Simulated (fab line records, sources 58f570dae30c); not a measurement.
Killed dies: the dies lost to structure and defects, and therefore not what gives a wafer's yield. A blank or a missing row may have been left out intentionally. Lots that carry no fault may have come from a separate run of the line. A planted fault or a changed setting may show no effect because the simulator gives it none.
A single fault, viewed from 2 desks ; flow berkeley_cmos170 ; what lay behind the numbers comes last; until then each desk has only its own

## AT THE METROLOGY DESK
Means of the sampled wafers that have a number, per lot and without regard to the tool the lot ran on: this is what the gauges read. Marked OUT: a lot whose mean sits more than 4 standard deviations from the usual mean, which makes it out of limits; the brackets give that distance.
Columns: A = GATE_OXIDE_THK at UCB170_GATE_THK_MEAS_02, usual 6.61 nm; B = M2_OVL at UCB170_M2_OVL_MEAS_16, usual -1 nm; C = M3_OVL at UCB170_M3_OVL_MEAS_16, usual 0 nm
lot;first seen here;A;B;C
L205;day 7 18:07;6.54;4;3
L206;day 7 18:10;6.62;5;-6
L209;day 8 06:22;6.45;4;10
L210;day 8 17:11;6.65;-8;-7
L211;day 8 17:12;6.63;-7;5
L212;day 8 17:15;6.50;5;-2
L214;day 9 04:34;7.02;1;-1
L213;day 9 04:35;8.06 (+13) OUT;3;-1
L215;day 9 09:39;6.67;-0;-1
L222;day 10 10:16;6.50;-7;0
L225;day 11 04:27;6.58;0;-7
L223;day 11 04:28;6.64;-6;-5
L226;day 11 14:59;6.74;-7;8
L227;day 11 14:59;6.52;-0;9
This desk reports L213 out of limits; the earliest was L213 at day 9 04:35 (GATE_OXIDE_THK at UCB170_GATE_THK_MEAS_02). L205, L206, L209, L210, L211, L212, L214, L215, L222, L225, L223, L226, L227 stayed within limits.

## TOOL OWNER'S DESK, furnace-01
The tool's own readings at UCB170_GATE_OXIDATION_01 (target thk 6.6 nm, ox time 1800 s): means of the sampled wafers that have a number, for each lot that ran on this tool. Marked OUT: a lot whose mean sits more than 4 standard deviations from the usual mean, which makes it out of limits; the brackets give that distance.
Columns: A = spike_tc_centre_C at UCB170_GATE_OXIDATION_01, usual 852.4 C; B = zone_power_centre_pct at UCB170_GATE_OXIDATION_01, usual 41.4 %
lot;first seen here;A;B
L209;day 8 04:52;852.2;43.0
L210;day 8 15:41;853.0;43.8
L211;day 8 15:41;853.0;43.1
L212;day 8 15:41;851.5;43.2
L213;day 9 03:04;880.8 (+29) OUT;54.8 (+11) OUT
L214;day 9 03:04;880.0 (+28) OUT;55.1 (+11) OUT
This desk finds L213, L214 out of limits, L213 being first, at day 9 03:04 (spike_tc_centre_C at UCB170_GATE_OXIDATION_01). L209, L210, L211, L212 stayed within limits.

## BROUGHT TOGETHER
An alarm could have come from the tool owner's desk at day 9 03:04, on L213, L214.
An alarm was possible from the metrology desk at day 9 04:35, on L213.
The metrology desk holds a record of L214, inside its limits.
UCB170_GATE_OXIDATION_01 was run on furnace-01 by each of the lots named.

## WHAT THE SIMULATOR PUT IN
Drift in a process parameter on furnace-01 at UCB170_GATE_OXIDATION_01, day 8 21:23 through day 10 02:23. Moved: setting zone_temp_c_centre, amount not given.
Shown lots that were struck: L213, L214.
Delay (hours) between the fault's onset and each desk's first out-of-limits reading: 6 at the tool owner's desk, 7 at the metrology desk.
